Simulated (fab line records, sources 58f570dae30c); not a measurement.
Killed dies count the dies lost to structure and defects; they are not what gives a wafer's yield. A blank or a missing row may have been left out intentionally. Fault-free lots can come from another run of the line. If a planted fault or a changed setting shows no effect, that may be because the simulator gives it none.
fab line records | flow berkeleyCmos170 | part 2 of 2: steps 28 to 37 of 37
record lots=5 | wafers=15 | lastDay=11
route steps=331 shown PSD@177 NSD@187 BACKSIDE@199 SDANNEAL@204 PLDD@208 NLDD@209 SILICIDE@210
lots that met no fault: from a run of the same line without faults
startH: hours from the record's opening day to when the first of the lot's shown wafers began | waitH: hours since the lot's step before | " same as the row above | L1.1+2: a row that stands for several wafers | - value missing, or start not given | * or withheld: withheld | < > ~ a bound
route shown NAME@n: names a module that has steps shown in the file, with the first one's number in the route | usual: average and standard deviation across the fault-free wafers | same: alike in all rows | chamber/n: place in a boat | sites: each site's reading | _std_site: standard deviation across them | _edge_site: inner sites' mean taken away from outer sites' mean | radiusMm: how far each site lies from the wafer's centre | mask NAME#n: copy n | behind: the most recent tool/chamber to have shaped the wafer | hold: why the lot went on hold/how many hours it stayed there/how the hold came to an end | device: names the non-switching transistor (n, p or np) | end of line: the same wafers' tests at the end of the route | a step without rows: its recipe alone | killed: at the first sort, the dies lost to defects and structure; wafer yield is something else | map: the dies of a wafer, with x for killed, . for not killed, _ for no die there
set.NAME: the setting that was run; set.NAME@STEP: the one run at that earlier step | model.NAME: the simulator's own value behind a step, which no gauge read
lots at some steps of the route; a table a step, a row a wafer
services: the hour from which a tool's chamber was out of use, counted from the record's first day as startH (under 0 if before that day), plus the number of hours and why
## steps
# step UCB170_SDANNEAL_RTA_00
# recipe tempC=900 | timeS=10 | ambient=N2
# usual lampPowerPct=25.2/1.4 | wafer_temp_C_max=905.9/1.9
lot.wafer | tool         | chamber | startH | waitH | lampPowerPct | wafer_temp_C_max
L074.1    | rtpAnneal-02 | 0       | 142.56 | 0.0   | 26.4         | 906.9
L074.4    | "            | 0       | "      | "     | 26.3         | 906.2
L074.6    | "            | 0       | "      | "     | 26.4         | 907.8
L084.1    | rtpAnneal-01 | 0       | 195.94 | 0.0   | 23.6         | 904.0
L084.2    | "            | 0       | "      | "     | 23.7         | 904.4
L084.5    | "            | 0       | "      | "     | 23.6         | 904.2
L089.3    | rtpAnneal-01 | 0       | 210.80 | 0.0   | 23.6         | 904.6
L089.5    | "            | 0       | "      | "     | 23.6         | 904.1
L089.6    | "            | 0       | "      | "     | 23.7         | 903.5
L095.4    | rtpAnneal-02 | 0       | 235.76 | 0.0   | 26.4         | 906.8
L095.5    | "            | 0       | "      | "     | 26.4         | 906.2
L095.6    | "            | 0       | "      | "     | 26.4         | 906.4
L096.2    | rtpAnneal-01 | 0       | 235.84 | 0.0   | 23.6         | 904.3
L096.4    | "            | 0       | "      | "     | 23.6         | 903.7
L096.6    | "            | 0       | "      | "     | 23.6         | 904.9
# step UCB170_SDANNEAL_RTA_01
# recipe tempC=1050 | timeS=5 | ambient=N2
# usual lampPowerPct=39.0/2.1 | wafer_temp_C_max=1056.8/2.1
lot.wafer | tool         | chamber | startH | waitH | lampPowerPct | wafer_temp_C_max
L074.1    | rtpAnneal-02 | 0       | 142.63 | 0.1   | 40.8         | 1057.5
L074.4    | "            | 0       | "      | "     | 40.8         | 1057.6
L074.6    | "            | 0       | "      | "     | 40.7         | 1056.2
L084.1    | rtpAnneal-01 | 0       | 196.01 | 0.1   | 36.5         | 1055.4
L084.2    | "            | 0       | "      | "     | 36.4         | 1053.2
L084.5    | "            | 0       | "      | "     | 36.4         | 1053.6
L089.3    | rtpAnneal-01 | 0       | 210.86 | 0.1   | 36.5         | 1054.2
L089.5    | "            | 0       | "      | "     | 36.4         | 1055.1
L089.6    | "            | 0       | "      | "     | 36.5         | 1055.7
L095.4    | rtpAnneal-02 | 0       | 235.82 | 0.1   | 40.7         | 1056.8
L095.5    | "            | 0       | "      | "     | 40.8         | 1059.2
L095.6    | "            | 0       | "      | "     | 40.8         | 1055.1
L096.2    | rtpAnneal-01 | 0       | 235.90 | 0.1   | 36.4         | 1056.0
L096.4    | "            | 0       | "      | "     | 36.5         | 1055.2
L096.6    | "            | 0       | "      | "     | 36.5         | 1054.5
# step UCB170_SDANNEAL_RS_MEAS_02
# recipe thkMeasGauge=four-point-probe
# usual PSD_RS=75.49/0.28
lot.wafer | tool         | chamber | startH | waitH | PSD_RS[ohm/sq]
L074.1    | filmMetro-03 | -       | 142.69 | 0.0   | 75.58
L074.4    | "            | -       | "      | "     | 75.63
L074.6    | "            | -       | "      | "     | 76.02
L084.1    | filmMetro-04 | -       | 196.07 | 0.0   | 76.01
L084.2    | "            | -       | "      | "     | 76.06
L084.5    | "            | -       | "      | "     | 75.70
L089.3    | filmMetro-03 | -       | 210.94 | 0.1   | 75.36
L089.5    | "            | -       | "      | "     | 75.36
L089.6    | "            | -       | "      | "     | 75.38
L095.4    | filmMetro-04 | -       | 235.91 | 0.1   | 75.77
L095.5    | "            | -       | "      | "     | 75.46
L095.6    | "            | -       | "      | "     | 75.47
L096.2    | filmMetro-03 | -       | 235.97 | 0.1   | 76.19
L096.4    | "            | -       | "      | "     | 76.35
L096.6    | "            | -       | "      | "     | 76.19
# step UCB170_SDANNEAL_RS_MEAS_03
# recipe thkMeasGauge=four-point-probe
# usual NSD_RS=37.26/0.094
lot.wafer | tool         | chamber | startH | waitH | NSD_RS[ohm/sq]
L074.1    | filmMetro-03 | -       | 142.81 | 0.1   | 37.33
L074.4    | "            | -       | "      | "     | 37.26
L074.6    | "            | -       | "      | "     | 37.36
L084.1    | filmMetro-04 | -       | 196.19 | 0.1   | 37.27
L084.2    | "            | -       | "      | "     | 37.25
L084.5    | "            | -       | "      | "     | 37.25
L089.3    | filmMetro-03 | -       | 211.06 | 0.1   | 37.14
L089.5    | "            | -       | "      | "     | 37.12
L089.6    | "            | -       | "      | "     | 37.11
L095.4    | filmMetro-04 | -       | 236.03 | 0.1   | 37.22
L095.5    | "            | -       | "      | "     | 37.23
L095.6    | "            | -       | "      | "     | 37.25
L096.2    | filmMetro-03 | -       | 236.09 | 0.1   | 37.36
L096.4    | "            | -       | "      | "     | 37.28
L096.6    | "            | -       | "      | "     | 37.39
# step UCB170_SDANNEAL_RS_MEAS_04
# recipe thkMeasGauge=four-point-probe
# usual PLDD_RS=1031.0/2.6
lot.wafer | tool         | chamber | startH | waitH | PLDD_RS[ohm/sq]
L074.1    | filmMetro-03 | -       | 142.93 | 0.1   | 1030.5
L074.4    | "            | -       | "      | "     | 1033.0
L074.6    | "            | -       | "      | "     | 1033.2
L084.1    | filmMetro-04 | -       | 196.31 | 0.1   | 1032.3
L084.2    | "            | -       | "      | "     | 1033.0
L084.5    | "            | -       | "      | "     | 1032.0
L089.3    | filmMetro-03 | -       | 211.18 | 0.1   | 1029.3
L089.5    | "            | -       | "      | "     | 1030.3
L089.6    | "            | -       | "      | "     | 1032.6
L095.4    | filmMetro-04 | -       | 236.15 | 0.1   | 1029.2
L095.5    | "            | -       | "      | "     | 1030.3
L095.6    | "            | -       | "      | "     | 1031.8
L096.2    | filmMetro-03 | -       | 236.21 | 0.1   | 1030.4
L096.4    | "            | -       | "      | "     | 1033.8
L096.6    | "            | -       | "      | "     | 1032.0
# step UCB170_SDANNEAL_RS_MEAS_05
# recipe thkMeasGauge=four-point-probe
# usual NLDD_RS=616.3/1.6
lot.wafer | tool         | chamber | startH | waitH | NLDD_RS[ohm/sq]
L074.1    | filmMetro-03 | -       | 143.05 | 0.1   | 615.5
L074.4    | "            | -       | "      | "     | 615.6
L074.6    | "            | -       | "      | "     | 615.9
L084.1    | filmMetro-04 | -       | 196.43 | 0.1   | 616.0
L084.2    | "            | -       | "      | "     | 615.7
L084.5    | "            | -       | "      | "     | 615.2
L089.3    | filmMetro-03 | -       | 211.30 | 0.1   | 614.7
L089.5    | "            | -       | "      | "     | 618.8
L089.6    | "            | -       | "      | "     | 615.4
L095.4    | filmMetro-04 | -       | 236.27 | 0.1   | 614.8
L095.5    | "            | -       | "      | "     | 615.9
L095.6    | "            | -       | "      | "     | 616.5
L096.2    | filmMetro-03 | -       | 236.33 | 0.1   | 614.6
L096.4    | "            | -       | "      | "     | 614.4
L096.6    | "            | -       | "      | "     | 613.9
# step UCB170_SILICIDE_PRE_CLEAN_00
# recipe gas=Ar | precleanEtchTimeS=60
lot.wafer  | tool          | chamber | startH | waitH
L074.1+4+6 | pvdSputter-04 | -       | 143.17 | 0.1
L084.1+2+5 | pvdSputter-04 | -       | 196.55 | 0.1
L089.3+5+6 | pvdSputter-01 | -       | 211.38 | 0.1
L095.4+5+6 | pvdSputter-04 | -       | 236.33 | 0.0
L096.2+4+6 | pvdSputter-01 | -       | 236.43 | 0.1
# step UCB170_SILICIDE_SPUTTER_01
# recipe material=Ti | targetThkNm=30 | timeS=25 | powerW=1500 | chamberPressurePa=0.5
# usual throttleValvePct=30.2/1.2
lot.wafer | tool          | chamber | startH | waitH | throttleValvePct
L074.1    | pvdSputter-04 | -       | 143.23 | 0.0   | 31.4
L074.4    | "             | -       | "      | "     | 27.8
L074.6    | "             | -       | "      | "     | 30.1
L084.1    | pvdSputter-04 | -       | 196.62 | 0.0   | 31.2
L084.2    | "             | -       | "      | "     | 30.4
L084.5    | "             | -       | "      | "     | 27.5
L089.3    | pvdSputter-01 | -       | 211.45 | 0.0   | 30.4
L089.5    | "             | -       | "      | "     | 28.7
L089.6    | "             | -       | "      | "     | 29.8
L095.4    | pvdSputter-04 | -       | 236.40 | 0.0   | 30.4
L095.5    | "             | -       | "      | "     | 27.6
L095.6    | "             | -       | "      | "     | 30.3
L096.2    | pvdSputter-01 | -       | 236.50 | 0.0   | 29.9
L096.4    | "             | -       | "      | "     | 28.7
L096.6    | "             | -       | "      | "     | 29.9
# step UCB170_SILICIDE_RS_MEAS_02
# recipe thkMeasGauge=four-point-probe | reads=Ti_of_SILICIDE_SPUTTER_01
# usual SILICIDE_TI_RS=26.1/0.46
lot.wafer | tool         | chamber | startH | waitH | SILICIDE_TI_RS[ohm/sq]
L074.1    | filmMetro-02 | -       | 143.26 | 0.0   | 26.4
L074.4    | "            | -       | "      | "     | 26.4
L074.6    | "            | -       | "      | "     | 26.3
L084.1    | filmMetro-02 | -       | 196.65 | 0.0   | 26.7
L084.2    | "            | -       | "      | "     | 27.0
L084.5    | "            | -       | "      | "     | 26.8
L089.3    | filmMetro-01 | -       | 211.52 | 0.1   | 25.7
L089.5    | "            | -       | "      | "     | 25.2
L089.6    | "            | -       | "      | "     | 25.7
L096.2    | filmMetro-04 | -       | 236.55 | 0.0   | 26.4
L096.4    | "            | -       | "      | "     | 25.6
L096.6    | "            | -       | "      | "     | 26.1
L095.4    | filmMetro-02 | -       | 236.56 | 0.1   | 26.4
L095.5    | "            | -       | "      | "     | 26.6
L095.6    | "            | -       | "      | "     | 26.7
# step UCB170_SILICIDE_THK_MEAS_03
# recipe thkMeasGauge=xrf | reads=Ti_of_SILICIDE_SPUTTER_01
# usual SILICIDE_TI_THK=30.0/0.54
lot.wafer | tool         | chamber | startH | waitH | SILICIDE_TI_THK[nm]
L074.1    | filmMetro-02 | -       | 143.38 | 0.1   | 29.3
L074.4    | "            | -       | "      | "     | 29.7
L074.6    | "            | -       | "      | "     | 29.4
L084.1    | filmMetro-02 | -       | 196.77 | 0.1   | 29.2
L084.2    | "            | -       | "      | "     | 28.9
L084.5    | "            | -       | "      | "     | 29.1
L089.3    | filmMetro-01 | -       | 211.62 | 0.1   | 30.2
L089.5    | "            | -       | "      | "     | 30.7
L089.6    | "            | -       | "      | "     | 30.2
L095.4    | filmMetro-02 | -       | 236.65 | 0.1   | 29.8
L095.5    | "            | -       | "      | "     | 29.5
L095.6    | "            | -       | "      | "     | 29.3
L096.2    | filmMetro-04 | -       | 236.66 | 0.1   | 29.7
L096.4    | "            | -       | "      | "     | 30.7
L096.6    | "            | -       | "      | "     | 30.2
## services
tool           | chamber | startH | hours | kind
implanter-01   | -       | 113.84 | 4.9   | pm
plasmaAsher-04 | 0       | 117.75 | -     | clean
plasmaAsher-04 | 1       | 117.75 | -     | clean
krfScanner-02  | -       | 122.45 | 0.8   | pm
plasmaAsher-01 | -       | 150.84 | 1.0   | repair
krfScanner-01  | -       | 157.16 | 1.0   | pm
rtpAnneal-02   | -       | 159.36 | 4.0   | pm
plasmaAsher-04 | -       | 160.31 | 15.6  | pm
krfScanner-02  | -       | 162.39 | 1.0   | pm
implanter-02   | -       | 168.46 | 2.8   | pm
plasmaAsher-02 | -       | 169.86 | 0.7   | repair
krfScanner-01  | -       | 173.01 | 3.6   | pm
pvdSputter-04  | -       | 173.16 | 5.1   | repair
krfScanner-01  | -       | 176.57 | 1.3   | pm
krfScanner-02  | -       | 190.25 | 4.4   | pm
krfScanner-02  | -       | 194.62 | 1.3   | pm
plasmaAsher-01 | -       | 196.21 | 2.0   | repair
implanter-04   | -       | 197.72 | 3.8   | repair
implanter-03   | -       | 203.91 | 3.4   | pm
plasmaAsher-02 | -       | 205.58 | 7.6   | repair
plasmaAsher-02 | -       | 225.83 | 0.4   | repair
implanter-02   | -       | 226.22 | 10.7  | pm
rtpAnneal-01   | -       | 226.61 | 5.5   | pm
krfScanner-01  | -       | 231.97 | 0.8   | pm
